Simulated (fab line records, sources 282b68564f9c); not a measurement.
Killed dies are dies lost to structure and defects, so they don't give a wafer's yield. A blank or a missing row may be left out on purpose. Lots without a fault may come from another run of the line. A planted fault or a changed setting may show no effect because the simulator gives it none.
fab line records | flow rit_cmos
record lots=5 wafers=15 last_day=7
route steps=202 shown GATE@83 M1@202
lots that met no fault: from a run of the same line without faults
start_h: hours from the record's first day to the start of the lot's first wafer shown | wait_h: hours since the lot's step before | " the same as in the row above | L1.1+2: a row that stands for several wafers | - no value, or no start given | * or withheld: withheld | < > ~ a bound
route shown NAME@n: a module of which the file shows steps, and the number in the route of the first | usual: mean/standard deviation of fault-free wafers | same: alike in all rows | chamber/n: place in a boat | sites: the reading at each site | _std_site: their standard deviation | _edge_site: outer sites' mean less inner sites' | radius_mm: how far each site lies from the wafer's centre | mask NAME#n: copy n | behind: the tool/chamber that last shaped the wafer | hold: why the lot was held/for how many hours/how that ended | device: the transistor (n, p or np) that didn't switch | end of line: the same wafers' tests at the end of the route | a step without rows: its recipe alone | killed: dies lost to structure and defects at the first sort, not the wafer's yield | map: a wafer's dies, x killed, . not, _ none there
set.NAME: the setting as run; set.NAME@STEP: as run at that earlier step | model.NAME: the simulator's own value behind a step, which no gauge read
lots at some steps of the route; a table a step, a row a wafer
services: from which hour (start_h, from the record's first day; less than 0 if before it) a tool's chamber was out of use, for how many hours, and why
## steps
# step RIT_GATE_THK_MEAS_07
# recipe reads=SiO2_of_GATE_OXIDATION_05
# usual GATE_OXIDE_THK=3.02/0.069
# columns lot.wafer tool chamber start_h wait_h GATE_OXIDE_THK[nm]
L835.1 film_metro-02 - 34.62 0.0 2.92
L835.2 " - " " 3.03
L835.5 " - " " 2.99
L840.4 film_metro-02 - 61.21 0.0 3.10
L840.5 " - " " 3.09
L840.6 " - " " 3.07
L844.3 film_metro-02 - 78.93 0.0 3.06
L844.4 " - " " 3.11
L844.6 " - " " 3.05
L855.3 film_metro-03 - 133.21 0.0 2.91
L855.4 " - " " 3.01
L855.6 " - " " 3.01
L858.1 film_metro-03 - 149.43 0.0 3.04
L858.3 " - " " 2.98
L858.5 " - " " 2.99
# step RIT_GATE_CVD_08
# recipe material=poly-Si target_thk_nm=250 temp_c=610 precursor=SiH4 time_s=2220 pressure_mtorr=300 sih4_flow_sccm=100
# step RIT_GATE_THK_MEAS_09
# recipe reads=poly-Si_of_GATE_CVD_08
# usual GATE_POLY_THK=248.8/2.8
# columns lot.wafer tool chamber start_h wait_h GATE_POLY_THK[nm]
L835.1 film_metro-04 - 36.29 0.0 254.3
L835.2 " - " " 251.2
L835.5 " - " " 253.0
L840.4 film_metro-03 - 62.88 0.0 248.2
L840.5 " - " " 247.1
L840.6 " - " " 249.6
L844.3 film_metro-03 - 80.60 0.0 245.6
L844.4 " - " " 244.3
L844.6 " - " " 247.9
L855.3 film_metro-04 - 134.89 0.0 249.4
L855.4 " - " " 248.4
L855.6 " - " " 248.8
L858.1 film_metro-02 - 151.11 0.0 249.0
L858.3 " - " " 249.4
L858.5 " - " " 247.7
# step RIT_GATE_HMDS_10
# recipe prime_time_s=60 prime_temp_c=140
# step RIT_GATE_COAT_11
# recipe resist=NOVOLAK spin_rpm=4250 resist_thk_nm=850
# step RIT_GATE_SOFTBAKE_12
# recipe resist=NOVOLAK temp_c=90 time_s=60
# step RIT_GATE_EXPOSE_13
# recipe mask_id=M6 na=0.6 source_shape=conventional sigma_outer=0.6 target_cd_nm=150 dose_mj=380
# step RIT_GATE_PEB_14
# recipe resist=NOVOLAK temp_c=withheld time_s=withheld
# step RIT_GATE_DEVELOP_15
# recipe resist=NOVOLAK develop_time_s=47.86 dev_temp_c=23
# step RIT_GATE_CD_MEAS_16
# recipe target_cd_nm=150
# usual cd_nm=149.6/2.5
# columns lot.wafer tool chamber start_h wait_h cd_nm
L835.1 cd_sem-01 - 37.21 - 151.6
L835.2 " - " " 153.7
L835.5 " - " " 151.4
L840.4 cd_sem-01 - 63.82 - 151.6
L840.5 " - " " 154.3
L840.6 " - " " 150.8
L844.3 cd_sem-02 - 81.53 - 147.1
L844.4 " - " " 145.5
L844.6 " - " " 149.6
L855.3 cd_sem-02 - 135.82 - 148.3
L855.4 " - " " 147.6
L855.6 " - " " 146.8
L858.1 cd_sem-01 - 152.02 - 148.1
L858.3 " - " " 148.8
L858.5 " - " " 149.6
# step RIT_GATE_OVL_MEAS_17
# usual GATE_OVL=-1.2/1.4
# columns lot.wafer tool chamber start_h wait_h GATE_OVL[nm]
L835.1 overlay-02 - 37.33 0.1 0.7
L835.2 " - " " -0.4
L835.5 " - " " -0.1
L840.4 overlay-01 - 63.90 0.1 -2.3
L840.5 " - " " -2.9
L840.6 " - " " -2.4
L844.3 overlay-01 - 81.62 0.1 -0.2
L844.4 " - " " -0.2
L844.6 " - " " -2.0
L855.3 overlay-02 - 135.91 0.1 -1.3
L855.4 " - " " -2.4
L855.6 " - " " 0.1
L858.1 overlay-02 - 152.14 0.1 0.5
L858.3 " - " " -0.5
L858.5 " - " " 1.0
# step RIT_GATE_HARDBAKE_18
# recipe resist=NOVOLAK temp_c=140 time_s=60
# step RIT_GATE_ETCH_19
# recipe chemistry=SF6/CHF3/O2 time_s=165 SF6_flow_sccm=30 CHF3_flow_sccm=30 O2_flow_sccm=5 target=poly-Si pressure_mtorr=40 rf_w=160 target_depth_a=3125 over_etch_frac=0.25 stop_on=SiO2
# usual SF6_flow_sccm=30.00/0.1 drypump_motor_current_A=5.7/0.67 oes_product_au=0.842/0.011 over_etch_frac=0.25/0 throttle_valve_pct=10.22/0.17
# columns lot.wafer tool chamber start_h wait_h SF6_flow_sccm drypump_motor_current_A oes_product_au over_etch_frac rf_hours_counter_h throttle_valve_pct model.NOVOLAK_of_GATE_COAT_11.thk_nm
L835.1 rie_si-01 1 37.51 0.1 29.83 5.5 0.847 0.25 143 10.20 670.3
L835.2 " 3 " " 29.92 6.0 0.852 0.25 1 10.22 671.1
L835.5 " 1 " " 29.87 5.5 0.840 0.25 - 10.20 670.8
L840.4 rie_si-02 1 64.07 0.1 30.10 4.8 0.840 0.25 144 10.55 671.7
L840.5 " 1 " " 30.11 4.8 0.833 0.25 - 10.54 670.2
L840.6 " 2 " " 30.13 4.7 0.839 0.25 - 10.09 666.6
L844.3 rie_si-02 2 81.80 0.1 30.00 4.7 0.831 0.25 92 10.11 667
L844.4 " 3 " " 30.01 6.8 0.833 0.25 84 10.20 667.5
L844.6 " 3 " " 29.87 6.8 0.850 0.25 - 10.20 670.3
L855.3 rie_si-01 3 136.10 0.1 29.85 6.0 0.847 0.25 2 10.22 665
L855.4 " 0 " " 29.97 6.3 0.797 0.38444 3 10.45 662
L855.6 " 3 " " 30.07 5.9 0.838 0.25 - 10.22 665.4
L858.1 rie_si-02 2 152.32 0.1 30.07 4.7 0.834 0.25 93 10.11 664.6
L858.3 " 0 " " 29.94 6.1 0.853 0.25 25 10.02 667.3
L858.5 " 0 " " 30.00 6.1 0.839 0.25 - 10.02 667.5
# step RIT_GATE_STRIP_20
# recipe chemistry=O2 time_s=180 resist=NOVOLAK platen_temp_c=withheld power_w=500 pressure_mtorr=4000 o2_flow_sccm=4000
# usual drypump_motor_current_A=5.7/0.49 rf_refl_power_W=6.1/1.6
# columns lot.wafer tool chamber start_h wait_h drypump_motor_current_A rf_hours_counter_h rf_refl_power_W
L835.1 plasma_asher-04 1 37.62 0.1 5.4 25 5.1
L835.2 " 0 " " 6.0 25 4.9
L835.5 " 0 " " 6.1 - 5.0
L840.4 plasma_asher-02 0 64.24 0.1 5.2 - 5.3
L840.5 " 0 " " 5.2 - 5.4
L840.6 " 1 " " 6.2 - 5.2
L844.3 plasma_asher-02 1 81.97 0.1 6.2 - 5.2
L844.4 " 0 " " 5.2 - 5.3
L844.6 " 0 " " 5.2 - 5.4
L855.3 plasma_asher-02 0 136.27 0.1 5.2 - 4.9
L855.4 " 1 " " 6.2 - 5.3
L855.6 " 1 " " 6.2 - 5.3
L858.1 plasma_asher-04 0 152.43 0.1 6.1 38 4.8
L858.3 " 1 " " 5.4 - 5.4
L858.5 " 1 " " 5.4 - 5.4
# step RIT_M1_PROBE_99
# usual killed_at_contacts=0.1/0.36 killed_at_front_end=7.2/2.9 killed_dies=7.4/2.9 killed_open=3.8/2 killed_short=3.5/2
# same gross_dies=264 killed_at_M0_to_M3=0 killed_at_M4_up=0 killed_at_back_side=0 killed_at_other=0
# columns lot.wafer tool chamber start_h wait_h killed_at_contacts killed_at_front_end killed_dies killed_open killed_short
L840.4 prober-01 - 84.35 0.2 0 9 9 5 4
L840.5 prober-01 - 84.40 0.2 0 11 11 7 4
L840.6 prober-01 - 84.45 0.2 0 8 8 5 3
L844.3 prober-01 - 102.04 0.2 0 5 5 2 3
L844.4 prober-01 - 102.09 0.2 0 8 8 6 2
L844.6 prober-01 - 102.19 0.2 0 7 7 5 2
L858.1 prober-02 - 172.25 0.1 0 12 12 6 6
L858.3 prober-02 - 172.35 0.2 0 7 7 2 5
L858.5 prober-02 - 172.45 0.2 0 8 8 4 4
# killed by level:class
L840.4 GATE:geometric_particle:open=2 FOX1:geometric_particle:short=1 FOX2:geometric_particle:open=1 FOX2:geometric_particle:short=1 GATE:geometric_particle:short=1 SPACER:geometric_particle:open=1 SILICIDE:geometric_particle:open=1 SILICIDE:geometric_particle:short=1
L840.5 FOX1:geometric_particle:open=3 GATE:geometric_particle:open=2 GATE:geometric_particle:short=2 FOX1:geometric_particle:short=1 FOX2:geometric_particle:open=1 FOX2:geometric_particle:short=1 SILICIDE:geometric_particle:open=1
L840.6 FOX2:geometric_particle:open=2 FOX1:geometric_particle:short=1 GATE:geometric_particle:open=1 SPACER:geometric_particle:open=1 SPACER:geometric_particle:short=1 SILICIDE:geometric_particle:short=1 SILICIDE:geometric_particle:open=1
L844.3 REOX:geometric_particle:short=2 FOX1:geometric_particle:open=1 GATE:geometric_particle:short=1 REOX:geometric_particle:open=1
L844.4 GATE:geometric_particle:open=4 FOX1:geometric_particle:open=2 GATE:geometric_particle:short=1 REOX:geometric_particle:short=1
L844.6 GATE:geometric_particle:open=2 GATE:geometric_particle:short=1 REOX:geometric_particle:short=1 REOX:geometric_particle:open=1 SPACER:geometric_particle:open=1 SILICIDE:geometric_particle:open=1
L858.1 FOX1:geometric_particle:open=4 FOX1:geometric_particle:short=2 GATE:geometric_particle:short=2 FOX2:geometric_particle:short=1 GATE:geometric_particle:open=1 SILICIDE:geometric_particle:short=1 SILICIDE:geometric_particle:open=1
L858.3 FOX1:geometric_particle:short=2 REOX:geometric_particle:short=2 FOX1:geometric_particle:open=1 GATE:geometric_particle:short=1 GATE:geometric_particle:open=1
L858.5 GATE:geometric_particle:open=2 GATE:geometric_particle:short=2 SILICIDE:geometric_particle:short=2 FOX2:geometric_particle:open=1 SILICIDE:geometric_particle:open=1
## services
# columns tool chamber start_h hours kind
plasma_asher-04 - 46.32 3.4 repair
rie_si-01 0 67.39 0.9 repair
rie_si-01 2 82.81 - clean
rie_si-01 2 82.81 15.3 scheduled_down
rie_si-01 2 82.81 15.3 vent_cycle
rie_si-02 1 106.46 2.9 repair
plasma_asher-02 - 107.56 3.9 repair
plasma_asher-04 - 108.75 1.5 repair
plasma_asher-02 - 111.42 9.0 pm
plasma_asher-02 0 111.42 9.0 vent_cycle
plasma_asher-02 1 111.42 9.0 vent_cycle
plasma_asher-02 0 120.42 - clean
plasma_asher-02 1 120.42 - clean
rie_si-02 2 138.31 3.5 repair
rie_si-02 1 141.82 - clean
rie_si-02 1 141.82 18.2 scheduled_down
rie_si-02 1 141.82 18.2 vent_cycle
rie_si-01 1 143.67 - clean
rie_si-01 1 143.67 20.2 scheduled_down
rie_si-01 1 143.67 20.2 vent_cycle
## key
first_sign step=RIT_GATE_ETCH_19 reading=over_etch_frac direction=up sigmas=99+ usual=0.25 struck=0.38444
effect step=RIT_GATE_ETCH_19 reading=oes_product_au direction=down sigmas=4.1 usual=0.842 struck=0.797
model_effect step=RIT_GATE_ETCH_19 value=NOVOLAK_of_GATE_COAT_11.thk_nm without=670.6 struck=662
met_at RIT_GATE_ETCH_19
struck_wafers L855.4
tester_left_out L855
fault kind=process_parameter_drift tool=rie_si-01 chamber=0 onset_h=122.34 steps=RIT_GATE_ETCH_19 channel=over_etch_frac offset=0.13444 shape=step end_h=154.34 stated=0.25
# tester_left_out: of these lots the tester's yield and bins aren't shown, on N5 and GAA mostly nor the transistor test; their killed dies are dies lost to structure and defects alone, not to doping, threshold or leakage, so they don't give the yield
